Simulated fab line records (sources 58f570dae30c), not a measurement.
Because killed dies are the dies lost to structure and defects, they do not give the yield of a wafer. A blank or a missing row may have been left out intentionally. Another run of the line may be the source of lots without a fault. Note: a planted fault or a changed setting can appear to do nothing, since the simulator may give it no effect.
The tool behind it: which one? -- flow berkeley cmos170 -- 14 lots with 42 wafers sampled at 6 steps, on a route of 331 steps

== WHAT THE GAUGES SHOWED, per wafer ==
UCB170_NSD_TW_MEAS_10. Usual: NSD_TW typically reads 4180, with standard deviation 35.
lot,measured,on,NSD_TW,flag
L950,day 6 12:57,film metro-02,4214 4221 4202,
L953,day 7 05:14,film metro-02,4187 4189 4178,
L952,day 7 05:44,film metro-04,4130 4151 4111,
L954,day 7 19:21,film metro-02,4160 4186 4174,
L956,day 8 06:45,film metro-02,4235 4225 4226,
L957,day 8 07:03,film metro-02,4227 4227 4195,
L958,day 8 16:05,film metro-04,4152 4156 4155,
L960,day 9 11:48,film metro-01,4173 4154 4171,
L963,day 9 11:58,film metro-04,4130 4122 4145,
L961,day 9 12:04,film metro-01,4169 4168 4170,
L967,day 10 04:12,film metro-02,4208 4230 4222,
L969,day 10 23:32,film metro-01,4148 4153 4146,
L972,day 11 06:49,film metro-01,4151 4173 4148,
L971,day 11 07:32,film metro-04,4085 4098 4087,

UCB170_SDANNEAL_RS_MEAS_03: measurement is done with a four-point probe. Usual: NSD_RS typically reads 37.30 ohm/sq, with standard deviation 0.082.
lot,measured,on,NSD_RS (ohm/sq),flag
L950,day 6 14:33,film metro-02,37.32 37.36 37.32,
L953,day 7 06:51,film metro-01,37.30 37.21 37.27,
L952,day 7 07:04,film metro-02,37.22 37.21 37.18,
L954,day 7 20:50,film metro-04,37.35 37.28 37.36,
L956,day 8 08:09,film metro-01,37.37 37.28 37.26,
L957,day 8 08:33,film metro-02,37.19 37.30 37.22,
L958,day 8 20:47,film metro-04,37.34 37.45 37.29,
L960,day 9 13:26,film metro-02,37.26 37.21 37.25,
L963,day 9 13:53,film metro-02,37.17 37.20 37.30,
L961,day 9 13:41,film metro-04,37.40 37.28 37.43,
L967,day 10 05:35,film metro-02,37.26 37.29 37.27,
L969,day 11 01:09,film metro-04,37.53 37.48 37.43,
L972,day 11 08:15,film metro-02,37.45 37.35 37.25,
L971,day 11 09:15,film metro-04,37.46 37.44 37.36,

UCB170_M1_RS_MEAS_01: measurement is done with a four-point probe. Usual: M1_AL_RS typically reads 0.0487 ohm/sq, with standard deviation 0.00058.
lot,measured,on,M1_AL_RS (ohm/sq),flag
L950,day 6 20:18,film metro-04,0.0492 0.0491 0.0480,
L953,day 7 15:17,film metro-01,0.0489 0.0494 0.0489,
L952,day 7 15:34,film metro-04,0.0482 0.0488 0.0492,
L954,day 8 02:17,film metro-01,0.0491 0.0486 0.0485,
L956,day 8 13:28,film metro-02,0.0487 0.0488 0.0488,
L957,day 8 13:46,film metro-02,0.0483 0.0486 0.0488,
L958,day 9 03:52,film metro-04,0.0482 0.0482 0.0480,
L960,day 9 19:10,film metro-01,0.0487 0.0483 0.0478,
L963,day 9 20:50,film metro-04,0.0412 0.0413 0.0412,OFF
L961,day 9 20:34,film metro-01,0.0484 0.0481 0.0480,
L967,day 10 12:48,film metro-02,0.0417 0.0418 0.0416,OFF
L969,day 11 09:55,film metro-04,0.0495 0.0494 0.0498,
L972,day 11 13:34,film metro-04,0.0497 0.0495 0.0493,
L971,day 11 16:07,film metro-02,0.0488 0.0493 0.0495,

UCB170_M1_THK_MEAS_02: measures by xrf. Usual: M1_AL_THK typically reads 602 nm, with standard deviation 8.4.
lot,measured,on,M1_AL_THK (nm),flag
L950,day 6 20:25,film metro-04,595 593 609,
L953,day 7 15:23,film metro-01,604 601 606,
L952,day 7 15:39,film metro-04,607 601 589,
L954,day 8 02:23,film metro-01,601 606 605,
L956,day 8 13:35,film metro-02,600 602 597,
L957,day 8 13:53,film metro-02,607 601 601,
L958,day 9 03:58,film metro-04,605 605 614,
L960,day 9 19:17,film metro-01,605 609 616,
L963,day 9 20:57,film metro-04,690 684 690,OFF
L961,day 9 20:41,film metro-01,606 611 614,
L967,day 10 12:55,film metro-02,678 677 681,OFF
L969,day 11 10:00,film metro-04,592 597 588,
L972,day 11 13:41,film metro-04,584 589 592,
L971,day 11 16:14,film metro-02,597 594 588,

== WHICH TOOL RAN EACH LOT (tool, then ch and the chambers of the sampled wafers, then the start) ==
lot,UCB170_CONTACT_STRIP_19,UCB170_M1_SPUTTER_00
L950,"plasma asher-03 ch 0,1, day 6 19:50","pvd sputter-04, day 6 20:14"
L953,"plasma asher-03 ch 1, day 7 14:48","pvd sputter-02, day 7 15:12"
L952,"plasma asher-02 ch 0,1, day 7 15:05","pvd sputter-04, day 7 15:26"
L954,"plasma asher-02 ch 0,1, day 8 01:48","pvd sputter-02, day 8 02:11"
L956,"plasma asher-02 ch 0,1, day 8 13:01","pvd sputter-04, day 8 13:25"
L957,"plasma asher-01 ch 0,1, day 8 13:18","pvd sputter-01, day 8 13:43"
L958,"plasma asher-01 ch 1, day 9 03:23","pvd sputter-01, day 9 03:47"
L960,"plasma asher-03 ch 0,1, day 9 18:39","pvd sputter-04, day 9 19:02"
L963,"plasma asher-02 ch 0,1, day 9 20:22","pvd sputter-04, day 9 20:46"
L961,"plasma asher-01 ch 0,1, day 9 20:07","pvd sputter-02, day 9 20:30"
L967,"plasma asher-03 ch 0,1, day 10 12:21","pvd sputter-04, day 10 12:44"
L969,"plasma asher-03 ch 0,1, day 11 09:23","pvd sputter-01, day 11 09:47"
L972,"plasma asher-01 ch 0,1, day 11 13:04","pvd sputter-02, day 11 13:30"
L971,"plasma asher-02 ch 0,1, day 11 15:33","pvd sputter-01, day 11 16:03"
- UCB170_CONTACT_STRIP_19: strips in O2.
- UCB170_M1_SPUTTER_00: material Al, target thk 600 nm, time 80 s.

== WHAT THE TOOLS THEMSELVES READ (means of the sampled wafers that have a number; where no wafer has one, the mark that the record gives instead) ==
UCB170_CONTACT_STRIP_19. Usual: drypump motor current A 5.9 A, standard deviation 0.33; oes product au 0.725 a.u., standard deviation 0.005.
lot,tool,drypump motor current A (A),oes product au (a.u.),flag
L950,plasma asher-03,6.1,0.727,
L953,plasma asher-03,6.4,0.724,
L952,plasma asher-02,5.8,0.721,
L954,plasma asher-02,5.8,0.720,
L956,plasma asher-02,5.8,0.731,
L957,plasma asher-01,5.8,0.727,
L958,plasma asher-01,6.3,0.722,
L960,plasma asher-03,6.1,0.726,
L963,plasma asher-02,5.8,0.724,
L961,plasma asher-01,6.0,0.727,
L967,plasma asher-03,5.9,0.727,
L969,plasma asher-03,6.1,0.720,
L972,plasma asher-01,5.8,0.721,
L971,plasma asher-02,5.8,0.722,

UCB170_M1_SPUTTER_00. Usual: chamber pressure pa 0.5000 Pa, standard deviation 0.00094; throttle valve pct 30.1 %, standard deviation 0.97.
lot,tool,chamber pressure pa (Pa),throttle valve pct (%),flag
L950,pvd sputter-04,0.5005,30.0,
L953,pvd sputter-02,0.4997,29.8,
L952,pvd sputter-04,0.5000,29.8,
L954,pvd sputter-02,0.5001,29.1,
L956,pvd sputter-04,0.5000,29.1,
L957,pvd sputter-01,0.4999,30.6,
L958,pvd sputter-01,0.4994,30.5,
L960,pvd sputter-04,0.5000,29.7,
L963,pvd sputter-04,0.2742,40.5,OFF
L961,pvd sputter-02,0.4998,30.8,
L967,pvd sputter-04,0.2748,40.1,OFF
L969,pvd sputter-01,0.5018,30.9,
L972,pvd sputter-02,0.5000,30.8,
L971,pvd sputter-01,0.5005,29.8,

== THE ANSWER, worked out from the rows above alone ==
Rule: lot off if the mean of its wafers having a number is beyond 3 standard deviations from the usual mean. A lot without any number at a reading at which 4 lots or more have one is off too. Where the step has rows for the other lots, those lots are counted as sound. Order of review: gauges by route order, followed by the tools' own readings, for which a lot's mean as printed above is used. At the first step where some lot is off, the reading lying furthest off is the one used; lots without a number count as furthest.
Off: L963, L967, seen at UCB170_M1_RS_MEAS_01 (M1_AL_RS).
A tool fits if, at a process step before that reading, it ran every lot that is off, and no sound lot after the first of them. Not tried: the gauges at UCB170_M1_RS_MEAS_01; whatever is off there is also off at UCB170_M1_SPUTTER_00, on other tools, and gauge error can't account for it. One candidate fits, namely pvd sputter-04 at UCB170_M1_SPUTTER_00. Its last sound lot is L960 (day 9 19:02), its first lot that is off L963 (day 9 20:46): a fault that began between those two fits.
The tool's own readings at UCB170_M1_SPUTTER_00 bear it out: on the lots that are off they differ by more than 5 times the standard deviation of the sound lots' means. chamber pressure pa reads 0.2745 Pa there against 0.5001 Pa on the sound lots; throttle valve pct reads 40.3 % there against 30.1 % on the sound lots.

== WHAT THE SIMULATOR HAD INSERTED ==
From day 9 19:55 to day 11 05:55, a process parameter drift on pvd sputter-04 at UCB170_M1_SPUTTER_00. Setting chamber pressure pa, moved by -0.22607, from 0.5. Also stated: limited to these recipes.
Struck lots among those shown: L963, L967. This agrees with what the rule above found.
